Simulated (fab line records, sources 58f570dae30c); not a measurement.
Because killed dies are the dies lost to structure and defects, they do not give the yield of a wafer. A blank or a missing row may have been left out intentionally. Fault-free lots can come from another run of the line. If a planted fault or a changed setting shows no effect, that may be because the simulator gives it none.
Which tool did it?    flow berkeleyCmos170    7 lots with 21 wafers sampled at 3 steps, on a route of 331 steps

WHAT THE GAUGES READ, wafer by wafer
UCB170_M1_CD_MEAS_90 targets a cd of 700 nm.
lot   measured      on        cdNm (nm)
L970  day 6 19:02   cdSem-01  700.7 697.5 700.8
L971  day 7 15:25   cdSem-01  702.8 700.8 703.6
L974  day 7 20:50   cdSem-01  696.2 697.3 698.2
L975  day 7 22:50   cdSem-01  686.3 690.0 687.5
L979  day 8 21:39   cdSem-02  700.1 701.0 701.5
L986  day 10 00:40  cdSem-01  699.7 698.8 700.3
L991  day 11 18:37  cdSem-02  699.2 697.0 695.9

WHAT TOOL EACH LOT RAN ON (gives the tool, then ch and the chambers of the sampled wafers, and finally the start)
lot   UCB170_M1_METAL_ETCH_12           UCB170_M1_STRIP_13
L970  rieMetal-04 ch 0,1, day 6 18:49   plasmaAsher-02 ch 0,1, day 6 18:56
L971  rieMetal-01 ch 0,1, day 7 15:11   plasmaAsher-02 ch 0,1, day 7 15:19
L974  rieMetal-02 ch 0,1, day 7 20:35   plasmaAsher-01 ch 0,1, day 7 20:43
L975  rieMetal-04 ch 0,1, day 7 22:29   plasmaAsher-02 ch 0,1, day 7 22:37
L979  rieMetal-02 ch 0, day 8 21:17     plasmaAsher-02 ch 0, day 8 21:33
L986  rieMetal-01 ch 0,1, day 10 00:25  plasmaAsher-02 ch 0,1, day 10 00:32
L991  rieMetal-04 ch 0,1, day 11 18:23  plasmaAsher-02 ch 0,1, day 11 18:31
- UCB170_M1_METAL_ETCH_12: etches Al in Cl2/BCl3, stops on PSG, target depth 780 nm, time 130 s.
- UCB170_M1_STRIP_13: strips in O2.

THE ANSWER, worked out from the rows above alone
Rule: what is usual is taken from the lots themselves. Put in order of their means at a reading, lots are off if they are a third of the lots or fewer, leave a main group of 4 or more, and stand apart from it by a gap of 3 or more times the standard deviation of the main group's means; of several such gaps the widest counts. If all means in a main group match to the digits the tables above print for the reading, that group is not used. Also off: a lot with no number at a reading for which 4 or more lots have one. All remaining lots with rows at the step are treated as sound.
Off, at UCB170_M1_CD_MEAS_90 on cdNm: L975. The main group: mean 699.5 nm, standard deviation 1.8.
A tool fits if, at a process step before that reading, it ran every lot that is off, and no sound lot after the first of them. Those tools and the gauges at UCB170_M1_CD_MEAS_90 are tried in the same way. No candidate that was tried fits.

WHAT WAS PUT IN BY THE SIMULATOR
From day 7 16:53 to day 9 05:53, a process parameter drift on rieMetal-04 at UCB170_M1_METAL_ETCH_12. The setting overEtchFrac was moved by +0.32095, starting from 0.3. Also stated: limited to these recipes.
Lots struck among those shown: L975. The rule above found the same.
